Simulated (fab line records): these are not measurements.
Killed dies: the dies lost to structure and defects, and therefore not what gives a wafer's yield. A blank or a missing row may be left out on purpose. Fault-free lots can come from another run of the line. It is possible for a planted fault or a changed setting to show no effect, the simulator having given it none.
Which tool is to blame? || flow berkeley cmos170 || 45 wafers from 15 lots sampled at 7 of the route's 331 steps

WHAT THE GAUGES READ, wafer by wafer
UCB170_SPACER_THK_MEAS_01.
{"lot": "L890", "measured": "day 7 12:19", "on": "film metro-04", "SPACER_TEOS_THK (nm)": "370 372 373"}
{"lot": "L892", "measured": "day 7 23:19", "on": "film metro-04", "SPACER_TEOS_THK (nm)": "374 374 373"}
{"lot": "L891", "measured": "day 8 00:19", "on": "film metro-01", "SPACER_TEOS_THK (nm)": "376 383 378"}
{"lot": "L894", "measured": "day 8 15:53", "on": "film metro-04", "SPACER_TEOS_THK (nm)": "371 376 374"}
{"lot": "L893", "measured": "day 8 16:16", "on": "film metro-03", "SPACER_TEOS_THK (nm)": "382 379 383"}
{"lot": "L897", "measured": "day 8 19:23", "on": "film metro-04", "SPACER_TEOS_THK (nm)": "365 370 376"}
{"lot": "L898", "measured": "day 8 19:40", "on": "film metro-01", "SPACER_TEOS_THK (nm)": "372 378 386"}
{"lot": "L902", "measured": "day 9 20:14", "on": "film metro-03", "SPACER_TEOS_THK (nm)": "374 370 381"}
{"lot": "L900", "measured": "day 9 20:41", "on": "film metro-03", "SPACER_TEOS_THK (nm)": "375 376 379"}
{"lot": "L903", "measured": "day 10 10:03", "on": "film metro-04", "SPACER_TEOS_THK (nm)": "373 378 377"}
{"lot": "L908", "measured": "day 11 08:45", "on": "film metro-01", "SPACER_TEOS_THK (nm)": "376 377 375"}
{"lot": "L909", "measured": "day 11 09:02", "on": "film metro-03", "SPACER_TEOS_THK (nm)": "370 375 373"}
{"lot": "L912", "measured": "day 11 20:47", "on": "film metro-04", "SPACER_TEOS_THK (nm)": "380 380 378"}
{"lot": "L911", "measured": "day 11 21:09", "on": "film metro-01", "SPACER_TEOS_THK (nm)": "379 381 380"}
{"lot": "L913", "measured": "day 12 07:29", "on": "film metro-03", "SPACER_TEOS_THK (nm)": "375 375 378"}

UCB170_PSD_TW_MEAS_10.
{"lot": "L890", "measured": "day 7 18:00", "on": "film metro-01", "PSD_TW": "2306 2315 2304"}
{"lot": "L892", "measured": "day 8 07:31", "on": "film metro-01", "PSD_TW": "2328 2324 2341"}
{"lot": "L891", "measured": "day 8 07:46", "on": "film metro-02", "PSD_TW": "2309 2305 2299"}
{"lot": "L894", "measured": "day 9 02:46", "on": "film metro-01", "PSD_TW": "2336 2327 2326"}
{"lot": "L893", "measured": "day 9 02:56", "on": "film metro-01", "PSD_TW": "2323 2336 2333"}
{"lot": "L897", "measured": "day 9 03:02", "on": "film metro-03", "PSD_TW": "2347 2346 2351"}
{"lot": "L898", "measured": "day 9 03:13", "on": "film metro-01", "PSD_TW": "2313 2332 2326"}
{"lot": "L902", "measured": "day 10 04:40", "on": "film metro-03", "PSD_TW": "2295 2298 2296"}
{"lot": "L900", "measured": "day 10 05:01", "on": "film metro-02", "PSD_TW": "2249 2242 2234"}
{"lot": "L903", "measured": "day 10 16:45", "on": "film metro-01", "PSD_TW": "2247 2256 2266"}
{"lot": "L908", "measured": "day 11 15:33", "on": "film metro-01", "PSD_TW": "2297 2301 2310"}
{"lot": "L909", "measured": "day 11 15:26", "on": "film metro-03", "PSD_TW": "2348 2339 2344"}
{"lot": "L912", "measured": "day 12 04:13", "on": "film metro-03", "PSD_TW": "2342 2346 2339"}
{"lot": "L911", "measured": "day 12 04:20", "on": "film metro-01", "PSD_TW": "2343 2335 2338"}
{"lot": "L913", "measured": "day 12 13:04", "on": "film metro-03", "PSD_TW": "2326 2349 2349"}

UCB170_SDANNEAL_RS_MEAS_02: measures by four-point-probe.
{"lot": "L890", "measured": "day 7 21:59", "on": "film metro-02", "PSD_RS (ohm/sq)": "76.35 76.32 76.44"}
{"lot": "L892", "measured": "day 8 13:18", "on": "film metro-02", "PSD_RS (ohm/sq)": "75.60 75.80 75.80"}
{"lot": "L891", "measured": "day 8 13:34", "on": "film metro-03", "PSD_RS (ohm/sq)": "75.46 75.64 75.91"}
{"lot": "L894", "measured": "day 9 05:59", "on": "film metro-03", "PSD_RS (ohm/sq)": "75.75 75.60 75.83"}
{"lot": "L893", "measured": "day 9 06:21", "on": "film metro-01", "PSD_RS (ohm/sq)": "75.67 75.62 75.63"}
{"lot": "L897", "measured": "day 9 06:22", "on": "film metro-02", "PSD_RS (ohm/sq)": "75.27 75.59 75.54"}
{"lot": "L898", "measured": "day 9 07:56", "on": "film metro-03", "PSD_RS (ohm/sq)": "75.84 75.67 75.84"}
{"lot": "L902", "measured": "day 10 09:07", "on": "film metro-03", "PSD_RS (ohm/sq)": "80.49 80.64 80.63"}
{"lot": "L900", "measured": "day 10 09:33", "on": "film metro-02", "PSD_RS (ohm/sq)": "80.78 81.16 80.66"}
{"lot": "L903", "measured": "day 10 23:25", "on": "film metro-03", "PSD_RS (ohm/sq)": "80.80 81.07 80.65"}
{"lot": "L908", "measured": "day 11 18:59", "on": "film metro-02", "PSD_RS (ohm/sq)": "75.92 75.71 76.04"}
{"lot": "L909", "measured": "day 11 18:47", "on": "film metro-01", "PSD_RS (ohm/sq)": "75.37 75.00 75.03"}
{"lot": "L912", "measured": "day 12 10:34", "on": "film metro-03", "PSD_RS (ohm/sq)": "75.25 75.23 75.30"}
{"lot": "L911", "measured": "day 12 10:51", "on": "film metro-02", "PSD_RS (ohm/sq)": "76.00 75.85 75.99"}
{"lot": "L913", "measured": "day 12 16:57", "on": "film metro-02", "PSD_RS (ohm/sq)": "75.72 75.95 75.45"}

UCB170_M3_BOW_MEAS_20.
{"lot": "L890", "measured": "day 8 22:52", "on": "film metro-02", "M3_BOW (um)": "41 47 32"}
{"lot": "L892", "measured": "day 9 13:05", "on": "film metro-01", "M3_BOW (um)": "44 32 19"}
{"lot": "L891", "measured": "day 9 13:51", "on": "film metro-01", "M3_BOW (um)": "34 36 25"}
{"lot": "L894", "measured": "day 10 08:33", "on": "film metro-02", "M3_BOW (um)": "34 39 32"}
{"lot": "L893", "measured": "day 10 07:12", "on": "film metro-03", "M3_BOW (um)": "24 27 31"}
{"lot": "L897", "measured": "day 10 09:07", "on": "film metro-02", "M3_BOW (um)": "54 42 33"}
{"lot": "L898", "measured": "day 10 09:22", "on": "film metro-02", "M3_BOW (um)": "37 35 32"}
{"lot": "L902", "measured": "day 11 14:05", "on": "film metro-02", "M3_BOW (um)": "44 39 36"}
{"lot": "L900", "measured": "day 11 15:01", "on": "film metro-03", "M3_BOW (um)": "23 35 33"}
{"lot": "L903", "measured": "day 11 22:22", "on": "film metro-02", "M3_BOW (um)": "41 28 29"}
{"lot": "L908", "measured": "day 13 00:05", "on": "film metro-02", "M3_BOW (um)": "38 14 40"}
{"lot": "L909", "measured": "day 12 23:26", "on": "film metro-02", "M3_BOW (um)": "36 38 42"}
{"lot": "L912", "measured": "day 13 12:11", "on": "film metro-03", "M3_BOW (um)": "20 32 24"}
{"lot": "L911", "measured": "day 13 12:02", "on": "film metro-02", "M3_BOW (um)": "26 44 29"}
{"lot": "L913", "measured": "day 13 16:27", "on": "film metro-03", "M3_BOW (um)": "46 39 34"}

TOOL THAT RAN EACH LOT (tool first, then ch and the chambers of the sampled wafers, then the start)
{"lot": "L890", "UCB170_PSD_IMPLANT_08": "implanter-02 ch 0, day 7 17:46", "UCB170_PSD_STRIP_09": "plasma asher-04 ch 0,1, day 7 17:53", "UCB170_M3_ETCH_17": "rie diel-02 ch 0,2, day 8 22:24"}
{"lot": "L892", "UCB170_PSD_IMPLANT_08": "implanter-02 ch 0, day 8 07:16", "UCB170_PSD_STRIP_09": "plasma asher-04 ch 0,1, day 8 07:25", "UCB170_M3_ETCH_17": "rie diel-02 ch 0,1,3, day 9 12:26"}
{"lot": "L891", "UCB170_PSD_IMPLANT_08": "implanter-04 ch 0, day 8 07:31", "UCB170_PSD_STRIP_09": "plasma asher-02 ch 0,1, day 8 07:39", "UCB170_M3_ETCH_17": "rie diel-01 ch 0,1, day 9 13:23"}
{"lot": "L894", "UCB170_PSD_IMPLANT_08": "implanter-03 ch 0, day 9 02:32", "UCB170_PSD_STRIP_09": "plasma asher-01 ch 1, day 9 02:39", "UCB170_M3_ETCH_17": "rie diel-02 ch 0,1, day 10 08:05"}
{"lot": "L893", "UCB170_PSD_IMPLANT_08": "implanter-02 ch 0, day 9 02:41", "UCB170_PSD_STRIP_09": "plasma asher-04 ch 0,1, day 9 02:50", "UCB170_M3_ETCH_17": "rie diel-04 ch 1,2,3, day 10 06:45"}
{"lot": "L897", "UCB170_PSD_IMPLANT_08": "implanter-03 ch 0, day 9 02:48", "UCB170_PSD_STRIP_09": "plasma asher-01 ch 0, day 9 02:56", "UCB170_M3_ETCH_17": "rie diel-04 ch 1,3, day 10 08:39"}
{"lot": "L898", "UCB170_PSD_IMPLANT_08": "implanter-02 ch 0, day 9 02:58", "UCB170_PSD_STRIP_09": "plasma asher-02 ch 0,1, day 9 03:07", "UCB170_M3_ETCH_17": "rie diel-01 ch 1,2, day 10 08:55"}
{"lot": "L902", "UCB170_PSD_IMPLANT_08": "implanter-02 ch 0, day 10 04:25", "UCB170_PSD_STRIP_09": "plasma asher-01 ch 0,1, day 10 04:33", "UCB170_M3_ETCH_17": "rie diel-02 ch 0,2,3, day 11 13:37"}
{"lot": "L900", "UCB170_PSD_IMPLANT_08": "implanter-02 ch 0, day 10 04:46", "UCB170_PSD_STRIP_09": "plasma asher-01 ch 0,1, day 10 04:55", "UCB170_M3_ETCH_17": "rie diel-04 ch 1,2,3, day 11 14:34"}
{"lot": "L903", "UCB170_PSD_IMPLANT_08": "implanter-02 ch 0, day 10 16:32", "UCB170_PSD_STRIP_09": "plasma asher-02 ch 0,1, day 10 16:40", "UCB170_M3_ETCH_17": "rie diel-02 ch 0,2,3, day 11 21:53"}
{"lot": "L908", "UCB170_PSD_IMPLANT_08": "implanter-03 ch 0, day 11 15:19", "UCB170_PSD_STRIP_09": "plasma asher-02 ch 0,1, day 11 15:26", "UCB170_M3_ETCH_17": "rie diel-01 ch 0,1, day 12 23:37"}
{"lot": "L909", "UCB170_PSD_IMPLANT_08": "implanter-04 ch 0, day 11 15:13", "UCB170_PSD_STRIP_09": "plasma asher-01 ch 0,1, day 11 15:22", "UCB170_M3_ETCH_17": "rie diel-01 ch 2,3, day 12 22:45"}
{"lot": "L912", "UCB170_PSD_IMPLANT_08": "implanter-04 ch 0, day 12 03:58", "UCB170_PSD_STRIP_09": "plasma asher-01 ch 0,1, day 12 04:06", "UCB170_M3_ETCH_17": "rie diel-02 ch 0,1,2, day 13 11:43"}
{"lot": "L911", "UCB170_PSD_IMPLANT_08": "implanter-03 ch 0, day 12 04:05", "UCB170_PSD_STRIP_09": "plasma asher-04 ch 0,1, day 12 04:14", "UCB170_M3_ETCH_17": "rie diel-01 ch 0,1,3, day 13 11:24"}
{"lot": "L913", "UCB170_PSD_IMPLANT_08": "implanter-03 ch 0, day 12 12:49", "UCB170_PSD_STRIP_09": "plasma asher-02 ch 0,1, day 12 12:58", "UCB170_M3_ETCH_17": "rie diel-01 ch 0,1,2, day 13 16:00"}
- UCB170_PSD_IMPLANT_08
- UCB170_PSD_STRIP_09: strips in O2.
- UCB170_M3_ETCH_17: etches BARC in N2/H2.

WHAT THE TOOLS THEMSELVES READ (means of the sampled wafers that have a number; where no wafer has one, the mark that the record gives instead)
UCB170_PSD_IMPLANT_08.
{"lot": "L890", "tool": "implanter-02", "beam on s (s)": 10.08, "dose ions cm2": 2.9974e+15, "end station pressure torr (Torr)": 1.29e-05, "faraday current uA": 9182}
{"lot": "L892", "tool": "implanter-02", "beam on s (s)": 9.97, "dose ions cm2": 3.0019e+15, "end station pressure torr (Torr)": 1.29e-05, "faraday current uA": 9270}
{"lot": "L891", "tool": "implanter-04", "beam on s (s)": 10.25, "dose ions cm2": 3.0010e+15, "end station pressure torr (Torr)": 1.32e-05, "faraday current uA": 9034}
{"lot": "L894", "tool": "implanter-03", "beam on s (s)": 10.07, "dose ions cm2": 3.0007e+15, "end station pressure torr (Torr)": 1.23e-05, "faraday current uA": 9176}
{"lot": "L893", "tool": "implanter-02", "beam on s (s)": 10.08, "dose ions cm2": 3.0023e+15, "end station pressure torr (Torr)": 1.19e-05, "faraday current uA": 9148}
{"lot": "L897", "tool": "implanter-03", "beam on s (s)": 9.94, "dose ions cm2": 3.0007e+15, "end station pressure torr (Torr)": 1.31e-05, "faraday current uA": 9315}
{"lot": "L898", "tool": "implanter-02", "beam on s (s)": 9.99, "dose ions cm2": 2.9990e+15, "end station pressure torr (Torr)": 1.27e-05, "faraday current uA": 9282}
{"lot": "L902", "tool": "implanter-02", "beam on s (s)": 10.08, "dose ions cm2": 2.7381e+15, "end station pressure torr (Torr)": 1.11e-05, "faraday current uA": 8397}
{"lot": "L900", "tool": "implanter-02", "beam on s (s)": 10.00, "dose ions cm2": 2.7396e+15, "end station pressure torr (Torr)": 1.20e-05, "faraday current uA": 8464}
{"lot": "L903", "tool": "implanter-02", "beam on s (s)": 9.95, "dose ions cm2": 2.7350e+15, "end station pressure torr (Torr)": 1.24e-05, "faraday current uA": 8461}
{"lot": "L908", "tool": "implanter-03", "beam on s (s)": 9.97, "dose ions cm2": 2.9990e+15, "end station pressure torr (Torr)": 1.24e-05, "faraday current uA": 9315}
{"lot": "L909", "tool": "implanter-04", "beam on s (s)": 10.04, "dose ions cm2": 3.0016e+15, "end station pressure torr (Torr)": 1.28e-05, "faraday current uA": 9224}
{"lot": "L912", "tool": "implanter-04", "beam on s (s)": 10.18, "dose ions cm2": 2.9984e+15, "end station pressure torr (Torr)": 1.25e-05, "faraday current uA": 9100}
{"lot": "L911", "tool": "implanter-03", "beam on s (s)": 9.97, "dose ions cm2": 3.0006e+15, "end station pressure torr (Torr)": 1.30e-05, "faraday current uA": 9252}
{"lot": "L913", "tool": "implanter-03", "beam on s (s)": 10.21, "dose ions cm2": 3.0037e+15, "end station pressure torr (Torr)": 1.29e-05, "faraday current uA": 9039}

UCB170_PSD_STRIP_09.
{"lot": "L890", "tool": "plasma asher-04", "drypump motor current A (A)": 5.7, "oes product au (a.u.)": 0.600, "strip time to endpoint s (s)": 29.20}
{"lot": "L892", "tool": "plasma asher-04", "drypump motor current A (A)": 5.9, "oes product au (a.u.)": 0.594, "strip time to endpoint s (s)": 29.32}
{"lot": "L891", "tool": "plasma asher-02", "drypump motor current A (A)": 5.4, "oes product au (a.u.)": 0.594, "strip time to endpoint s (s)": 29.31}
{"lot": "L894", "tool": "plasma asher-01", "drypump motor current A (A)": 6.0, "oes product au (a.u.)": 0.601, "strip time to endpoint s (s)": 29.42}
{"lot": "L893", "tool": "plasma asher-04", "drypump motor current A (A)": 5.9, "oes product au (a.u.)": 0.600, "strip time to endpoint s (s)": 29.36}
{"lot": "L897", "tool": "plasma asher-01", "drypump motor current A (A)": 6.0, "oes product au (a.u.)": 0.601, "strip time to endpoint s (s)": 29.41}
{"lot": "L898", "tool": "plasma asher-02", "drypump motor current A (A)": 5.4, "oes product au (a.u.)": 0.601, "strip time to endpoint s (s)": 29.39}
{"lot": "L902", "tool": "plasma asher-01", "drypump motor current A (A)": 6.0, "oes product au (a.u.)": 0.612, "strip time to endpoint s (s)": 28.45}
{"lot": "L900", "tool": "plasma asher-01", "drypump motor current A (A)": 6.0, "oes product au (a.u.)": 0.612, "strip time to endpoint s (s)": 28.34}
{"lot": "L903", "tool": "plasma asher-02", "drypump motor current A (A)": 5.2, "oes product au (a.u.)": 0.612, "strip time to endpoint s (s)": 28.44}
{"lot": "L908", "tool": "plasma asher-02", "drypump motor current A (A)": 5.3, "oes product au (a.u.)": 0.599, "strip time to endpoint s (s)": 29.48}
{"lot": "L909", "tool": "plasma asher-01", "drypump motor current A (A)": 6.0, "oes product au (a.u.)": 0.597, "strip time to endpoint s (s)": 29.42}
{"lot": "L912", "tool": "plasma asher-01", "drypump motor current A (A)": 6.0, "oes product au (a.u.)": 0.598, "strip time to endpoint s (s)": 29.43}
{"lot": "L911", "tool": "plasma asher-04", "drypump motor current A (A)": 5.9, "oes product au (a.u.)": 0.598, "strip time to endpoint s (s)": 29.38}
{"lot": "L913", "tool": "plasma asher-02", "drypump motor current A (A)": 5.4, "oes product au (a.u.)": 0.596, "strip time to endpoint s (s)": 29.42}

UCB170_M3_ETCH_17.
{"lot": "L890", "tool": "rie diel-02", "drypump motor current A (A)": 5.9, "oes product au (a.u.)": 1.015, "throttle valve pct (%)": 13.37}
{"lot": "L892", "tool": "rie diel-02", "drypump motor current A (A)": 5.8, "oes product au (a.u.)": 0.999, "throttle valve pct (%)": 13.43}
{"lot": "L891", "tool": "rie diel-01", "drypump motor current A (A)": 5.4, "oes product au (a.u.)": 1.009, "throttle valve pct (%)": 13.54}
{"lot": "L894", "tool": "rie diel-02", "drypump motor current A (A)": 5.7, "oes product au (a.u.)": 1.012, "throttle valve pct (%)": 13.37}
{"lot": "L893", "tool": "rie diel-04", "drypump motor current A (A)": 5.6, "oes product au (a.u.)": 0.987, "throttle valve pct (%)": 13.31}
{"lot": "L897", "tool": "rie diel-04", "drypump motor current A (A)": 5.7, "oes product au (a.u.)": 0.973, "throttle valve pct (%)": 13.26}
{"lot": "L898", "tool": "rie diel-01", "drypump motor current A (A)": 5.4, "oes product au (a.u.)": 1.011, "throttle valve pct (%)": 13.55}
{"lot": "L902", "tool": "rie diel-02", "drypump motor current A (A)": 6.1, "oes product au (a.u.)": 0.996, "throttle valve pct (%)": 13.43}
{"lot": "L900", "tool": "rie diel-04", "drypump motor current A (A)": 5.6, "oes product au (a.u.)": 0.984, "throttle valve pct (%)": 13.32}
{"lot": "L903", "tool": "rie diel-02", "drypump motor current A (A)": 6.1, "oes product au (a.u.)": 0.993, "throttle valve pct (%)": 13.43}
{"lot": "L908", "tool": "rie diel-01", "drypump motor current A (A)": 5.2, "oes product au (a.u.)": 1.004, "throttle valve pct (%)": 13.40}
{"lot": "L909", "tool": "rie diel-01", "drypump motor current A (A)": 5.4, "oes product au (a.u.)": 0.995, "throttle valve pct (%)": 13.37}
{"lot": "L912", "tool": "rie diel-02", "drypump motor current A (A)": 5.8, "oes product au (a.u.)": 1.008, "throttle valve pct (%)": 13.35}
{"lot": "L911", "tool": "rie diel-01", "drypump motor current A (A)": 5.3, "oes product au (a.u.)": 0.993, "throttle valve pct (%)": 13.35}
{"lot": "L913", "tool": "rie diel-01", "drypump motor current A (A)": 5.3, "oes product au (a.u.)": 1.001, "throttle valve pct (%)": 13.48}

THE ANSWER, worked out from the rows above alone
Rule: usual is defined by the lots themselves. Put in order of their means at a reading, lots are off if they are a third of the lots or fewer, leave a main group of 4 or more, and stand apart from it by a gap of 3 or more times the standard deviation of the main group's means; of several such gaps the widest counts. A main group whose means are all the same, to the digits that the tables above print for the reading, isn't used. Also off: a lot with no number at a reading for which 4 or more lots have one. Where the step has rows for the other lots, those lots are counted as sound. First the gauges in route order, then the tools' own readings, where a lot's mean is used as printed above. At the first step where some lot is off, the reading lying furthest off is the one used; lots without a number count as furthest.
Off: at UCB170_SDANNEAL_RS_MEAS_02 (PSD_RS), L902, L900, L903. The main group: mean 75.69 ohm/sq, standard deviation 0.31.
If a tool, at a process step before that reading, ran all the lots that are off and no sound lot after the first of them, it fits. Not tried: the gauges at UCB170_SDANNEAL_RS_MEAS_02; whatever is off there is also off at UCB170_PSD_IMPLANT_08, on other tools, and gauge error can't account for it. One fits: implanter-02 at UCB170_PSD_IMPLANT_08. Its last sound lot is L898 (day 9 02:58), its first lot that is off L902 (day 10 04:25): a fault that began between those two fits.
The tool's own readings at UCB170_PSD_IMPLANT_08 bear it out: on the lots that are off they differ by more than 5 times the standard deviation of the sound lots' means. dose ions cm2 reads 2.7376e+15 there against 3.0005e+15 on the sound lots; faraday current uA reads 8441 there against 9195 on the sound lots.

WHAT WAS PUT IN BY THE SIMULATOR
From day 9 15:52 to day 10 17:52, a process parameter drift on implanter-02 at UCB170_PSD_IMPLANT_08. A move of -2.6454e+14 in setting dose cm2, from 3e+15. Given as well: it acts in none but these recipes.
Lots struck among those shown: L902, L900, L903. The same result came from the rule above.
